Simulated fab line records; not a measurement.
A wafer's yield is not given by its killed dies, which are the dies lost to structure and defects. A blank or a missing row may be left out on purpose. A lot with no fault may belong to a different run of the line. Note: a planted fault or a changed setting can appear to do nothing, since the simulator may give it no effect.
Problem report, 8D (eight disciplines) form, completed by code    flow berkeley-cmos170    the parts of the form that need people (team, actions taken, sign-off) are left out

1. THE PROBLEM
Wafers without a fault read 29.988 with a standard deviation of 0.027, while exposure-dose-mJ-cm2 at UCB170_NLDD_EXPOSE_03 averages 29.868 across 2 wafers of 1 lot. That is -4.4 standard deviations from the usual mean.
The step: exposes mask NSELECT, target cd 1200 nm.
First seen on wafer L674.4, day 9 06:37, on krf-scanner-02. At this step, 38 wafers from 13 lots have a number in the record. The rule behind "out" and "out of limits": a value lying over 4 standard deviations away from the usual mean. Any other wafer with a number is counted as sound.

2. WHAT IT IS, AND WHAT IT ISN'T
question                     is                      is not
which readings at this step  exposure-dose-mJ-cm2    -
which lots                   L674                    L659, L661, L662, L663, L664, L665, L668, L669, L671, L672, L675, L679
which wafers of those lots   all that have a number  -
read on which tools          krf-scanner-02          krf-scanner-01
when                         from day 9 06:37        up to then (30 sound wafers); but 6 sound wafers of L675, L679 came after

3. SUSPECTS, AND WHAT RULES EACH OUT
Counting: a tool at a process step up to the reading stays a suspect if it ran every lot that is out and no sound lot after the first of them.
- plasma-asher-04 at UCB170_ZERO_STRIP_07 (strips in O2): ruled out as a lasting fault. Following L674 (day 4 20:02), the first lot on it that is out, the sound lots L675 were run on it.
- krf-scanner-02 at UCB170_NLDD_EXPOSE_03 (exposes mask NSELECT, target cd 1200 nm): kept. It ran the lot that is out, L674 (day 9 06:37), and no sound lot after that; its last sound lot up to then is L671 (day 8 14:08). On those wafers its own readings are out: exposure-dose-mJ-cm2.
After counting, what remains is krf-scanner-02 at UCB170_NLDD_EXPOSE_03.

4. THE CAUSE (what the simulator had put in)
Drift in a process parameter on krf-scanner-02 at UCB170_NLDD_EXPOSE_03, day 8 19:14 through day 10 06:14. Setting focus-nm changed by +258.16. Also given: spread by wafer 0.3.
The count eliminated every tool but this one.

5. THE EFFECT CHAIN, in route order
Each row: a reading where the mean over the struck wafers with a number is more than 3 standard deviations away from the usual. Only readings for which the record gives a usual standard deviation are gone through. hours: the time from each lot's start at the first step in this table that gives one to its start at this step, as a median over the lots. sigmas: the change in usual standard deviations.
hours  step                   reading               usual   on struck wafers  change  sigmas
0      UCB170_NLDD_EXPOSE_03  exposure-dose-mJ-cm2  29.988  29.868            -0.120  -4.4
Here are the process steps it includes:
- UCB170_NLDD_EXPOSE_03: exposes mask NSELECT, target cd 1200 nm.
Later steps that measure or inspect, where all struck wafers having a row at the step show a number for every such reading and not one has moved that far: UCB170_M3_OVL_MEAS_16.

6. HOW IT WOULD HAVE BEEN CAUGHT EARLIER
In this record the first reading out of limits was taken at day 9 06:37, 11 hours after the fault began at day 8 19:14.
